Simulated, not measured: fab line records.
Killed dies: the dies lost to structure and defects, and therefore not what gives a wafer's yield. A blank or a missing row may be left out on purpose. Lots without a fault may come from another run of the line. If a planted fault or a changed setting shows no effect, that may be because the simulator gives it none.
Problem report in the 8D (eight disciplines) form, filled by code ; flow rit cmos ; the parts of the form that need people (team, actions taken, sign-off) are left out

1. WHAT IS WRONG
At RIT_PWELL_STRIP_09, o2 flow sccm averages 4794 sccm over 3 wafers from 2 lots, while fault-free wafers read 3996 sccm, standard deviation 12. That is +67 standard deviations from the usual mean.
The step: strips in O2, time 180 s.
Seen first at day 3 09:16 on plasma asher-03, wafer L485.2. The record has a number at this step for 42 wafers belonging to 14 lots. Rule for "out", or "out of limits": more than 4 standard deviations from the usual mean. The other wafers with a number count as sound.

2. WHAT IT IS, AND WHAT IT ISN'T
question;is;is not
which readings at this step;o2 flow sccm;drypump motor current A
which lots;L485, L487;L478, L479, L480, L482, L483, L486, L494, L496, L498, L499, L500, L501
which wafers of those lots;L485.2, L485.4, L487.6;L485.1, L487.1, L487.4
read on which tools;plasma asher-03;plasma asher-02, plasma asher-04
when;from day 3 09:16;"up to then (16 sound wafers); but 23 sound wafers of L486, L487, L494, L496, L498, L499, L500, L501 came after"

3. WHAT RULES OUT EACH SUSPECT
Counting: if a tool at a process step up to the reading ran every lot that is out, it stays a suspect. Sound lots after the first of them don't rule it out here, since some wafers of a struck lot are sound.
- plasma asher-03 at RIT_PWELL_STRIP_09 (strips in O2, time 180 s): kept. Ran every lot that is out, first one L485 (day 3 09:16); last sound lot up to then L483 (day 2 23:25). Out on those wafers are its own readings of o2 flow sccm.
- Within plasma asher-03 at RIT_PWELL_STRIP_09, the wafers that are out were processed in chamber 1 and their sound lot-mates in chamber 0.
The count leaves plasma asher-03 at RIT_PWELL_STRIP_09.

4. THE CAUSE (what the simulator had put in)
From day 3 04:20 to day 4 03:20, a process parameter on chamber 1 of plasma asher-03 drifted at RIT_PWELL_STRIP_09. The setting o2 flow sccm was moved by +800, starting from 4000. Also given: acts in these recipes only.
Counting left only this tool.

5. THE CHAIN OF EFFECTS, in route order
One row per reading whose mean, taken over the struck wafers that have a number, lies over 3 standard deviations from the usual. Readings are gone through only where the record gives a usual standard deviation; hours: the median, over the lots, of the time from a lot's start at the first step in this table giving one to that lot's start at this step; sigmas: the change measured in usual standard deviations.
hours;step;reading;usual;on struck wafers;change;sigmas
0;RIT_PWELL_STRIP_09;o2 flow sccm;3996 sccm;4794;+798;+67
Process steps it contains:
- RIT_PWELL_STRIP_09: strips in O2, time 180 s.

6. WHAT WOULD HAVE CAUGHT IT SOONER
In this record no reading fell out of limits until day 3 09:16, 5 hours after the fault had begun at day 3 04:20.
